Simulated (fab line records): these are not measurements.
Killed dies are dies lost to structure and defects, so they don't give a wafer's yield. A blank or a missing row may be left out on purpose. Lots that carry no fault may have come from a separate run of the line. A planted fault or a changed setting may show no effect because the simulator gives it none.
Split-lot trial :: flow berkeley-cmos170 :: route with 331 steps; 5 lots, 23 wafers read

## ABOUT THE SPLIT
At UCB170_PFIELD_IMPLANT_07, the setting energy-kev was moved away from the recipe's 80 on 9 of the 23 wafers read, by -3.7% to +2.4%. The other wafers ran this setting at the recipe's value.

The reading comes from the split's own step.

## THE READING
In nm, at UCB170_PFIELD_IMPLANT_07: implant.drp-nm, which is the simulator's own figure and was read by no gauge. The file gives no usual value for it.

wafer: L075.2
tool, chamber at the split: implanter-02, 0
energy-kev as run: 81.82
against the recipe: +2.3%
implant.drp-nm, nm: 75.66
against lot-mates on the recipe: +0.80

wafer: L075.4
tool, chamber at the split: implanter-02, 0
energy-kev as run: 81.82
against the recipe: +2.3%
implant.drp-nm, nm: 75.66
against lot-mates on the recipe: +0.80

wafer: L075.5
tool, chamber at the split: implanter-02, 0
energy-kev as run: 81.82
against the recipe: +2.3%
implant.drp-nm, nm: 75.66
against lot-mates on the recipe: +0.80

wafer: L075.3
tool, chamber at the split: implanter-02, 0
energy-kev as run: 80
against the recipe: recipe
implant.drp-nm, nm: 74.86
against lot-mates on the recipe: -

wafer: L075.6
tool, chamber at the split: implanter-02, 0
energy-kev as run: 80
against the recipe: recipe
implant.drp-nm, nm: 74.86
against lot-mates on the recipe: -

wafer: L076.2
tool, chamber at the split: implanter-04, 0
energy-kev as run: 80
against the recipe: recipe
implant.drp-nm, nm: 74.86
against lot-mates on the recipe: -

wafer: L076.4
tool, chamber at the split: implanter-04, 0
energy-kev as run: 80
against the recipe: recipe
implant.drp-nm, nm: 74.86
against lot-mates on the recipe: -

wafer: L076.3
tool, chamber at the split: implanter-04, 0
energy-kev as run: 77.04
against the recipe: -3.7%
implant.drp-nm, nm: 73.5
against lot-mates on the recipe: -1.36

wafer: L076.5
tool, chamber at the split: implanter-04, 0
energy-kev as run: 77.04
against the recipe: -3.7%
implant.drp-nm, nm: 73.5
against lot-mates on the recipe: -1.36

wafer: L076.6
tool, chamber at the split: implanter-04, 0
energy-kev as run: 77.04
against the recipe: -3.7%
implant.drp-nm, nm: 73.5
against lot-mates on the recipe: -1.36

wafer: L078.1
tool, chamber at the split: implanter-02, 0
energy-kev as run: 80
against the recipe: recipe
implant.drp-nm, nm: 74.86
against lot-mates on the recipe: -

wafer: L078.5
tool, chamber at the split: implanter-02, 0
energy-kev as run: 80
against the recipe: recipe
implant.drp-nm, nm: 74.86
against lot-mates on the recipe: -

wafer: L078.3
tool, chamber at the split: implanter-02, 0
energy-kev as run: 81.95
against the recipe: +2.4%
implant.drp-nm, nm: 75.71
against lot-mates on the recipe: +0.85

wafer: L078.4
tool, chamber at the split: implanter-02, 0
energy-kev as run: 81.95
against the recipe: +2.4%
implant.drp-nm, nm: 75.71
against lot-mates on the recipe: +0.85

wafer: L078.6
tool, chamber at the split: implanter-02, 0
energy-kev as run: 81.95
against the recipe: +2.4%
implant.drp-nm, nm: 75.71
against lot-mates on the recipe: +0.85

wafer: L080.1
tool, chamber at the split: implanter-01, 0
energy-kev as run: 80
against the recipe: recipe
implant.drp-nm, nm: 74.86
against lot-mates on the recipe: -

wafer: L080.2
tool, chamber at the split: implanter-01, 0
energy-kev as run: 80
against the recipe: recipe
implant.drp-nm, nm: 74.86
against lot-mates on the recipe: -

wafer: L080.5
tool, chamber at the split: implanter-01, 0
energy-kev as run: 80
against the recipe: recipe
implant.drp-nm, nm: 74.86
against lot-mates on the recipe: -

wafer: L085.1
tool, chamber at the split: implanter-02, 0
energy-kev as run: 80
against the recipe: recipe
implant.drp-nm, nm: 74.86
against lot-mates on the recipe: -

wafer: L085.2
tool, chamber at the split: implanter-02, 0
energy-kev as run: 80
against the recipe: recipe
implant.drp-nm, nm: 74.86
against lot-mates on the recipe: -

wafer: L085.4
tool, chamber at the split: implanter-02, 0
energy-kev as run: 80
against the recipe: recipe
implant.drp-nm, nm: 74.86
against lot-mates on the recipe: -

wafer: L085.5
tool, chamber at the split: implanter-02, 0
energy-kev as run: 80
against the recipe: recipe
implant.drp-nm, nm: 74.86
against lot-mates on the recipe: -

wafer: L085.6
tool, chamber at the split: implanter-02, 0
energy-kev as run: 80
against the recipe: recipe
implant.drp-nm, nm: 74.86
against lot-mates on the recipe: -

FIT RESULTS
A straight line over all 23 wafers: implant.drp-nm changes by +0.36 nm for each +1% of energy-kev; r = +1.00; the points scatter about the line by 0.013 nm.
The same after taking each lot's own level away (the mean of its wafers on the recipe; 23 wafers): +0.36 nm for each +1%; r = +1.00; scatter 0.013 nm.
That fit puts the effect of the largest move of energy-kev on the reading at 1.3 nm.
The lots' own levels span 74.860 to 74.860 nm.
So the lot-to-lot level changes the slope little: the two slopes agree.
Check: -1.34 nm against its lot-mates is what the line predicts for one of the wafers moved furthest among these (-3.7%) when that wafer is left out of the fit. Against them it came out at -1.36 nm.

## THESE WAFERS: OTHER SPLITS
These wafers also went through other splits before the reading. Each is held against what the fit with the lots' levels taken away leaves over:
other split on the same wafers: UCB170_ZERO_COAT_01 spin-rpm
wafers away from the commonest value: 8
r with implant.drp-nm (lot level and that fit taken away): +0.07

other split on the same wafers: UCB170_ZERO_EXPOSE_03 dose-mj
wafers away from the commonest value: 7
r with implant.drp-nm (lot level and that fit taken away): +0.15

other split on the same wafers: UCB170_NWELL_COAT_07 resist-thk-nm
wafers away from the commonest value: 8
r with implant.drp-nm (lot level and that fit taken away): +0.11

other split on the same wafers: UCB170_WELLDRIVE_OXIDATION_01 ox-time-s
wafers away from the commonest value: 10
r with implant.drp-nm (lot level and that fit taken away): -0.45

other split on the same wafers: UCB170_ACTIVE_CVD_05 nh3-flow-sccm
wafers away from the commonest value: 15
r with implant.drp-nm (lot level and that fit taken away): +0.18

## THE WHOLE CHAIN: every reading that the file lists as answering this split, in the file's order
step: UCB170_PFIELD_IMPLANT_07
what it does: 
reading: implant.rp-nm (the simulator's own value, which no gauge read)
change (the file's fit): +2.11 nm for each +1% of the setting
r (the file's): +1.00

step: UCB170_PFIELD_IMPLANT_07
what it does: 
reading: implant.drp-nm (the simulator's own value, which no gauge read)
change (the file's fit): +0.36 nm for each +1% of the setting
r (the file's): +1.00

## FILE'S OWN FIT
implant.drp-nm changes by +0.36 nm for each +1% of energy-kev, r = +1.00.
